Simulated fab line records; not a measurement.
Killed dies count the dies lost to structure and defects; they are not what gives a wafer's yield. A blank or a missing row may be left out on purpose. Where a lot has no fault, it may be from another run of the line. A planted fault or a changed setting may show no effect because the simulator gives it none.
A single fault, viewed from 2 desks	flow berkeleyCmos170	only its own numbers are on each desk; what lay behind them is given at the end

== AT THE METROLOGY DESK ==
What the gauges read for every lot (on any tool): the sampled wafers with a number, averaged. Marked OUT: a lot whose mean sits more than 4 standard deviations from the usual mean, which makes it out of limits; the brackets give that distance.
Columns: A = PLDD_TW at UCB170_PLDD_TW_MEAS_11, usual 1014; B = cdNm at UCB170_PSD_CD_MEAS_06, usual 1200.1 nm; C = PSD_OVL at UCB170_PSD_OVL_MEAS_07, usual -1 nm; D = NSD_OVL at UCB170_NSD_OVL_MEAS_07, usual 6 nm; E = PLDD_RS at UCB170_SDANNEAL_RS_MEAS_04, usual 1031.2 ohm/sq
lot	first seen here	A	B	C	D	E
L785	day 7 04:40	1018	1201.4	-4	10	1034.3
L781	day 7 04:44	1009	1199.9	-7	3	1031.1
L783	day 7 05:01	1022	1199.1	-1	13	1031.8
L787	day 8 03:25	1010	1201.1	-3	12	1031.9
L786	day 8 03:47	1017	1202.3	-3	4	1027.3
L789	day 8 15:06	1003	1198.0	-5	13	1032.9
L788	day 8 15:23	1015	1198.4	-5	7	1035.2
L790	day 8 15:56	956 (-8.8) OUT	1201.9	-2	4	1193.0 (+65) OUT
L794	day 9 17:26	1006	1198.7	-5	2	1030.2
L795	day 9 17:50	959 (-8.3) OUT	1200.9	5	13	1189.5 (+63) OUT
L798	day 10 17:11	1014	1200.1	-0	8	1026.6
L799	day 10 17:34	1003	1201.0	3	3	1031.3
L801	day 11 04:08	1022	1198.1	7	3	1032.1
L803	day 11 14:55	1018	1197.5	0	3	1032.5
This desk's result: L790, L795 out of limits, first on L790 (PLDD_TW at UCB170_PLDD_TW_MEAS_11), day 8 15:56. L785, L781, L783, L787, L786, L789, L788, L794, L798, L799, L801, L803 stayed within limits.

== DESK OF THE TOOL OWNER: implanter-01 ==
UCB170_PLDD_IMPLANT_09, tool's own readings: per-lot mean of the sampled wafers with a number, covering each lot this tool ran. Marked OUT: a lot whose mean sits more than 4 standard deviations from the usual mean, which makes it out of limits; the brackets give that distance.
Columns: A = doseIonsCm2 at UCB170_PLDD_IMPLANT_09, usual 5e+13; B = faradayCurrentUA at UCB170_PLDD_IMPLANT_09, usual 159.1
lot	first seen here	A	B
L781	day 7 04:30	5e+13	159.1
L787	day 8 03:11	5e+13	158.2
L789	day 8 14:51	5e+13	158.6
L790	day 8 15:41	3e+13 (-99 or more) OUT	105.1 (-18) OUT
L795	day 9 17:36	3e+13 (-99 or more) OUT	105.3 (-18) OUT
This desk's finding: out of limits on L790, L795; first on L790, day 8 15:41 (doseIonsCm2 at UCB170_PLDD_IMPLANT_09). L781, L787, L789 stayed within limits.

== BROUGHT TOGETHER ==
On L790, L795, at day 8 15:41, an alarm was possible from the tool owner's desk.
At day 8 15:56 the metrology desk could have sounded an alarm, on L790, L795.
Every lot named ran UCB170_PLDD_IMPLANT_09 on implanter-01.

== WHAT WAS PUT IN BY THE SIMULATOR ==
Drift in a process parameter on implanter-01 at UCB170_PLDD_IMPLANT_09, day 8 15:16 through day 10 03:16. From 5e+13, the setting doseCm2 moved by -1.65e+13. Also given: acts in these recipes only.
Shown lots that were struck: L790, L795.
Delay (hours) between the fault's onset and each desk's first out-of-limits reading: 0 at the tool owner's desk, 1 at the metrology desk.
